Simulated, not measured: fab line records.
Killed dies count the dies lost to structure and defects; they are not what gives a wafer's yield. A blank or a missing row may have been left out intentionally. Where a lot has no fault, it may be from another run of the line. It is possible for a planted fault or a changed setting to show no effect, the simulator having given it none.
Commonality check across tools    flow berkeley_cmos170    15 lots and 45 wafers in the sample

== WHY IT WAS OPENED ==
UCB170_PWELL_THK_MEAS_06, reading PWELL_NITRIDE_THK: flagged on 3 of 15 lots. Fault-free wafers read 220.6 nm, with a standard deviation of 2.6.
Rule: a lot is flagged in two cases, either no wafer of it has a number, or all its wafers with numbers fall more than 4 standard deviations from that mean. The rest of the lots are taken to be sound.

lot   measured     on             PWELL_NITRIDE_THK (nm), wafer by wafer  flag
L303  day 3 06:22  film_metro-04  217.7 216.8 216.6                       
L304  day 3 06:22  film_metro-01  218.3 218.4 217.1                       
L305  day 3 16:24  film_metro-04  221.4 218.1 218.6                       
L307  day 4 05:35  film_metro-01  216.9 216.5 216.7                       
L308  day 4 09:32  film_metro-01  223.0 221.4 223.0                       
L310  day 4 09:34  film_metro-03  225.7 225.9 225.5                       
L312  day 5 02:19  film_metro-04  220.8 222.5 222.3                       
L313  day 5 02:20  film_metro-03  221.3 222.3 220.7                       
L315  day 5 07:26  film_metro-03  220.6 218.8 218.8                       
L320  day 6 11:47  film_metro-03  206.7 205.4 205.4                       FLAGGED
L319  day 6 11:47  film_metro-01  206.1 203.8 203.4                       FLAGGED
L321  day 6 22:26  film_metro-04  208.5 209.2 208.7                       FLAGGED
L323  day 7 17:31  film_metro-04  222.5 222.1 224.0                       
L325  day 7 21:13  film_metro-01  218.1 218.9 218.7                       
L326  day 8 05:03  film_metro-03  220.3 219.4 219.8                       
The mean of the flagged lots' numbers is 206.4 nm, -14.2 nm from the usual (-5 standard deviations).

== WHICH TOOL RAN EACH LOT ==
2 process steps preceding the reading are held in the record, out of 331 steps in the route. Cell contents, in order: the tool; ch with the chambers the sampled wafers went through; the start.
lot   flag     UCB170_ZERO_STRIP_07                 UCB170_PWELL_CVD_05
L303           plasma_asher-04 ch 0,1, day 2 00:05  lpcvd-02 ch 0, day 3 04:26
L304           plasma_asher-01 ch 0,1, day 2 00:16  lpcvd-02 ch 0, day 3 04:26
L305           plasma_asher-02 ch 1, day 2 04:02    lpcvd-02 ch 0, day 3 14:29
L307           plasma_asher-04 ch 0,1, day 2 18:37  lpcvd-02 ch 1, day 4 03:41
L308           plasma_asher-01 ch 0,1, day 3 01:39  lpcvd-01 ch 1, day 4 07:37
L310           plasma_asher-02 ch 0,1, day 3 06:34  lpcvd-01 ch 0, day 4 07:37
L312           plasma_asher-04 ch 0,1, day 3 19:53  lpcvd-01 ch 1, day 5 00:24
L313           plasma_asher-01 ch 0,1, day 3 20:10  lpcvd-01 ch 1, day 5 00:24
L315           plasma_asher-02 ch 0,1, day 4 05:35  lpcvd-01 ch 0, day 5 05:31
L320  FLAGGED  plasma_asher-02 ch 1, day 5 07:34    lpcvd-01 ch 1, day 6 09:52
L319  FLAGGED  plasma_asher-02 ch 0,1, day 5 04:09  lpcvd-01 ch 0, day 6 09:52
L321  FLAGGED  plasma_asher-02 ch 0,1, day 5 16:11  lpcvd-01 ch 0, day 6 20:31
L323           plasma_asher-04 ch 0,1, day 6 02:13  lpcvd-02 ch 1, day 7 15:35
L325           plasma_asher-02 ch 0,1, day 6 12:14  lpcvd-02 ch 1, day 7 19:17
L326           plasma_asher-04 ch 1, day 6 17:41    lpcvd-02 ch 0, day 8 03:08
These steps, and what they do:
- UCB170_ZERO_STRIP_07: strips in O2.
- UCB170_PWELL_CVD_05: deposits Si3N4 from SiH2Cl2/NH3, target thk 220 nm, time 3300 s.
- UCB170_PWELL_THK_MEAS_06

== FLAGGED OVER TOTAL, TOOL BY TOOL (the gauges that took the reading come last) ==
step                      tool             lots run  flagged  share of the flagged lots  sound lots run after its first flagged lot
UCB170_ZERO_STRIP_07      plasma_asher-01  3         0        none                       -
UCB170_ZERO_STRIP_07      plasma_asher-02  7         3        all                        1 (L325)
UCB170_ZERO_STRIP_07      plasma_asher-04  5         0        none                       -
UCB170_PWELL_CVD_05       lpcvd-01         8         3        all                        0
UCB170_PWELL_CVD_05       lpcvd-02         7         0        none                       -
UCB170_PWELL_THK_MEAS_06  film_metro-01    5         1        some                       1 (L325)
UCB170_PWELL_THK_MEAS_06  film_metro-03    5         1        some                       1 (L326)
UCB170_PWELL_THK_MEAS_06  film_metro-04    5         1        some                       1 (L323)

== THE TABLE: WHAT IT ALLOWS ==
2 rows of the table ran every flagged lot: plasma_asher-02 at UCB170_ZERO_STRIP_07, lpcvd-01 at UCB170_PWELL_CVD_05.
- plasma_asher-02 at UCB170_ZERO_STRIP_07 ran 7 lots, 3 of them flagged. Sound lots followed the first flagged one (L325) on it, something a lasting fault affecting the whole tool could not allow.
- lpcvd-01 at UCB170_PWELL_CVD_05 ran 8 lots, 3 of them flagged. Its last sound lot is L315 (day 5 05:31), its first flagged lot L319 (day 6 09:52): a fault that began between those two fits.
Just one tool remains: lpcvd-01 at UCB170_PWELL_CVD_05.

== WHAT THE SIMULATOR HAD PUT IN ==
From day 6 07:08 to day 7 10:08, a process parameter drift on lpcvd-01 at UCB170_PWELL_CVD_05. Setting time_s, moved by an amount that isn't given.
Shown lots that were struck: L320, L319, L321. The rule above reached the same finding.
